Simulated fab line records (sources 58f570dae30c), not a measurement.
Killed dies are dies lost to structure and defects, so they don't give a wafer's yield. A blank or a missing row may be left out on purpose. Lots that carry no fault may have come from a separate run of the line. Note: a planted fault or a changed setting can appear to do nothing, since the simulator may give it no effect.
Matching of chambers | flow berkeleyCmos170 | 4 sister chambers for UCB170_M1_ETCH_11 on rieDiel-04
The step etches BARC in N2/H2. 4 wafers are shown with their chamber, then 8 later ones without.

## WAFERS WITH THEIR CHAMBER
wafer  | chamber | throttleValvePct (%)
L543.1 | 0       | 13.58
L543.5 | 2       | 13.03
L546.4 | 3       | 13.26
L549.2 | 1       | 13.48

## WAFERS WITHOUT THEIR CHAMBER
wafer  | throttleValvePct (%)
L549.3 | 13.06
L549.5 | 13.58
L551.1 | 13.60
L551.3 | 13.51
L551.4 | 13.26
L550.1 | 13.25
L550.2 | 13.05
L550.6 | 13.25

## EACH ONE'S CHAMBER
wafer  | from the rows above | in truth
L549.3 | 2                   | 2
L549.5 | 0                   | 0
L551.1 | 0                   | 0
L551.3 | 1                   | 1
L551.4 | 3                   | 3
L550.1 | 3                   | 3
L550.2 | 2                   | 2
L550.6 | 3                   | 3
Placed correctly: 8 of 8. From these rows, 0 cannot be placed. 0 placed wrongly.
How it was worked out, from the rows above alone: a wafer's distance from a chamber is the root of the sum, over the readings, of the square of ((its reading less the chamber's mean) divided by the reading's scatter). If the next closest chamber is less than 2 further off than the closest, the wafer can't be placed; otherwise it belongs to the closest. A chamber's mean is the mean of its shown wafers. The scatter: with one shown wafer a chamber, the root of the mean of the squares of how far each hidden wafer lies from its nearest shown one.
